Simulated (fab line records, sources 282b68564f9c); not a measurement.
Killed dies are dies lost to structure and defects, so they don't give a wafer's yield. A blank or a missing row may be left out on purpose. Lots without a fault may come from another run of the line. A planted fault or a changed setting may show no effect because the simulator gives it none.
Split-lot experiment | flow rit_cmos | 5 lots, 23 wafers read, on a route of 202 steps

THE SPLIT
At RIT_ACTIVE_COAT_06 (resist thk 1000 nm), the setting spin_rpm was moved away from the recipe's 3250 rpm on 6 of the 23 wafers read, by -5.7% to +5.8%. The other wafers ran this setting at the recipe's value.

FROM THE SPLIT TO THE READING: what the file shows between them, 1 step
- RIT_ACTIVE_HARDBAKE_12: time 60 s (also split here: temp_c)

THE READING
NOVOLAK_of_ACTIVE_COAT_06.thk_nm (the simulator's own value, which no gauge read), in nm, at RIT_ACTIVE_ETCH_13 (etches Si3N4 in SF6, stops on SiO2, time 210 s, target depth 210 nm). The file gives no usual value for it. The 17 wafers here that ran the recipe average 657.7 nm, standard deviation 6.6 nm.

wafer  | tool, chamber at the split | spin_rpm as run, rpm | against the recipe | NOVOLAK_of_ACTIVE_COAT_06.thk_nm, nm | against lot-mates on the recipe
L074.2 | litho_track-03, 0          | 3250                 | recipe             | 644.5                                | -
L074.3 | litho_track-03, 0          | 3250                 | recipe             | 653.7                                | -
L074.4 | litho_track-03, 0          | 3250                 | recipe             | 661.4                                | -
L074.5 | litho_track-03, 0          | 3250                 | recipe             | 664                                  | -
L074.6 | litho_track-03, 0          | 3250                 | recipe             | 650                                  | -
L076.1 | litho_track-01, 0          | 3250                 | recipe             | 660                                  | -
L076.3 | litho_track-01, 0          | 3250                 | recipe             | 667.8                                | -
L076.4 | litho_track-01, 0          | 3250                 | recipe             | 658.1                                | -
L076.5 | litho_track-01, 0          | 3250                 | recipe             | 668.3                                | -
L076.6 | litho_track-01, 0          | 3250                 | recipe             | 660.2                                | -
L078.2 | litho_track-04, 0          | 3250                 | recipe             | 654.9                                | -
L078.4 | litho_track-04, 0          | 3250                 | recipe             | 659.9                                | -
L078.6 | litho_track-04, 0          | 3250                 | recipe             | 665.5                                | -
L082.1 | litho_track-01, 0          | 3065                 | -5.7%              | 672.8                                | +20.2
L082.2 | litho_track-01, 0          | 3065                 | -5.7%              | 679.2                                | +26.6
L082.4 | litho_track-01, 0          | 3250                 | recipe             | 655.6                                | -
L082.5 | litho_track-01, 0          | 3065                 | -5.7%              | 680.5                                | +27.9
L082.6 | litho_track-01, 0          | 3250                 | recipe             | 649.6                                | -
L083.2 | litho_track-04, 0          | 3250                 | recipe             | 657.5                                | -
L083.3 | litho_track-04, 0          | 3437                 | +5.8%              | 629.9                                | -23.8
L083.4 | litho_track-04, 0          | 3437                 | +5.8%              | 630.8                                | -22.9
L083.5 | litho_track-04, 0          | 3250                 | recipe             | 649.8                                | -
L083.6 | litho_track-04, 0          | 3437                 | +5.8%              | 629.3                                | -24.4

THE FIT
A straight line over all 23 wafers: NOVOLAK_of_ACTIVE_COAT_06.thk_nm changes by -4.15 nm for each +1% of spin_rpm; r = -0.90; the points scatter about the line by 6.3 nm.
The same after taking each lot's own level away (the mean of its wafers on the recipe; 23 wafers): -4.24 nm for each +1%; r = -0.94; scatter 4.8 nm.
On that fit, the largest move of spin_rpm shifts the reading by 24 nm.
The lots' own levels span 652.60 to 662.88 nm, that is 1.6 times the standard deviation above.
So the lot-to-lot level changes the slope little: the two slopes agree.
Check: with one of the wafers moved furthest among these (+5.8%) left out of the fit, the line predicts -24.3 nm for it against its lot-mates. It came out at -23.8 nm against them.

OTHER SPLITS ON THESE WAFERS
These wafers also went through other splits before the reading. Each is held against what the fit with the lots' levels taken away leaves over:
other split on the same wafers | wafers away from the commonest value | r with NOVOLAK_of_ACTIVE_COAT_06.thk_nm (lot level and that fit taken away)
RIT_ACTIVE_HARDBAKE_12 temp_c  | 7                                    | -0.21

THE WHOLE CHAIN: every reading that the file lists as answering this split, in the file's order
step                   | what it does                                                        | reading                                                                           | change (the file's fit)              | r (the file's)
RIT_ACTIVE_COAT_06     | resist thk 1000 nm                                                  | NOVOLAK_of_ACTIVE_COAT_06.thk_nm (the simulator's own value, which no gauge read) | -4.89 nm for each +1% of the setting | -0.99
RIT_ACTIVE_HARDBAKE_12 | time 60 s                                                           | NOVOLAK_of_ACTIVE_COAT_06.thk_nm (the simulator's own value, which no gauge read) | -4.29 nm for each +1% of the setting | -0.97
RIT_ACTIVE_ETCH_13     | etches Si3N4 in SF6, stops on SiO2, time 210 s, target depth 210 nm | NOVOLAK_of_ACTIVE_COAT_06.thk_nm (the simulator's own value, which no gauge read) | -4.24 nm for each +1% of the setting | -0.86

THE FILE'S OWN FIT
NOVOLAK_of_ACTIVE_COAT_06.thk_nm changes by -4.24 nm for each +1% of spin_rpm, r = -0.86.
